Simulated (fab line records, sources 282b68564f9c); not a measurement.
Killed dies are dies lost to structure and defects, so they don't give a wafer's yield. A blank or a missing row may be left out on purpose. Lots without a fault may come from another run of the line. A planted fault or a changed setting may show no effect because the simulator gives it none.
Which tool did it? | flow rit_cmos | 11 lots, 33 wafers sampled, at 1 step of a route of 202

WHAT THE GAUGES READ, wafer by wafer
The record holds no reading of a measuring or inspecting step that can be judged against a usual standard deviation.

WHICH TOOL RAN EACH LOT (tool, then ch and the chambers of the sampled wafers, then the start)
lot  | RIT_PSD_COAT_01
L375 | litho_track-03 ch 0, day 3 00:21
L376 | litho_track-01 ch 0, day 3 04:34
L377 | litho_track-03 ch 0, day 3 10:26
L381 | litho_track-02 ch 0, day 4 06:14
L382 | litho_track-01 ch 0, day 4 13:23
L387 | litho_track-02 ch 0, day 5 15:44
L389 | litho_track-03 ch 0, day 6 08:29
L391 | litho_track-01 ch 0, day 6 13:07
L392 | litho_track-01 ch 0, day 6 19:28
L395 | litho_track-01 ch 0, day 7 07:02
L398 | litho_track-03 ch 0, day 7 19:28
- RIT_PSD_COAT_01: resist thk 1000 nm.

WHAT THE TOOLS THEMSELVES READ (means of the sampled wafers that have a number; where no wafer has one, the mark that the record gives instead)
RIT_PSD_COAT_01.
lot  | tool           | resist_line_temp_C (C) | spin_speed_rpm (rpm)
L375 | litho_track-03 | 22.96                  | 3248.7
L376 | litho_track-01 | 22.91                  | 3250.9
L377 | litho_track-03 | 23.05                  | 3249.0
L381 | litho_track-02 | 23.07                  | 3422.8
L382 | litho_track-01 | 23.09                  | 3250.0
L387 | litho_track-02 | 23.04                  | 3421.4
L389 | litho_track-03 | 22.94                  | 3249.5
L391 | litho_track-01 | 23.00                  | 3248.6
L392 | litho_track-01 | 22.92                  | 3246.7
L395 | litho_track-01 | 23.02                  | 3251.9
L398 | litho_track-03 | 23.02                  | 3249.1

THE ANSWER, worked out from the rows above alone
Rule: what is usual is taken from the lots themselves. Put in order of their means at a reading, lots are off if they are a third of the lots or fewer, leave a main group of 4 or more, and stand apart from it by a gap of 3 or more times the standard deviation of the main group's means; of several such gaps the widest counts. A main group whose means are all the same, to the digits that the tables above print for the reading, isn't used. A lot without any number at a reading at which 4 lots or more have one is off too. The other lots that the step has rows for count as sound. The gauges are gone through in route order, then the tools' own readings, and for those a lot's mean is taken as printed above. The first step at which some lot is off is used, and at that step the reading that is off furthest; a lot without a number counts as furthest.
Off: L381, L387, at RIT_PSD_COAT_01 (spin_speed_rpm). The main group: mean 3249.4 rpm, standard deviation 1.4.
A tool fits if, at that step or a process step before it, it ran every lot that is off, and no sound lot after the first of them. One fits: litho_track-02 at RIT_PSD_COAT_01. It ran no sound lot before its first lot that is off in this sample, so the start can't be narrowed down.
The tool's own readings at RIT_PSD_COAT_01 bear it out: on the lots that are off they differ by more than 5 times the standard deviation of the sound lots' means. spin_speed_rpm reads 3422.1 rpm there against 3249.4 rpm on the sound lots.

WHAT THE SIMULATOR HAD PUT IN
Process parameter drift: litho_track-02, from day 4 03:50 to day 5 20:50, at RIT_PSD_COAT_01. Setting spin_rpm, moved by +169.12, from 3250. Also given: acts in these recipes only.
Lots struck among those shown: L381, L387. The rule above found the same.
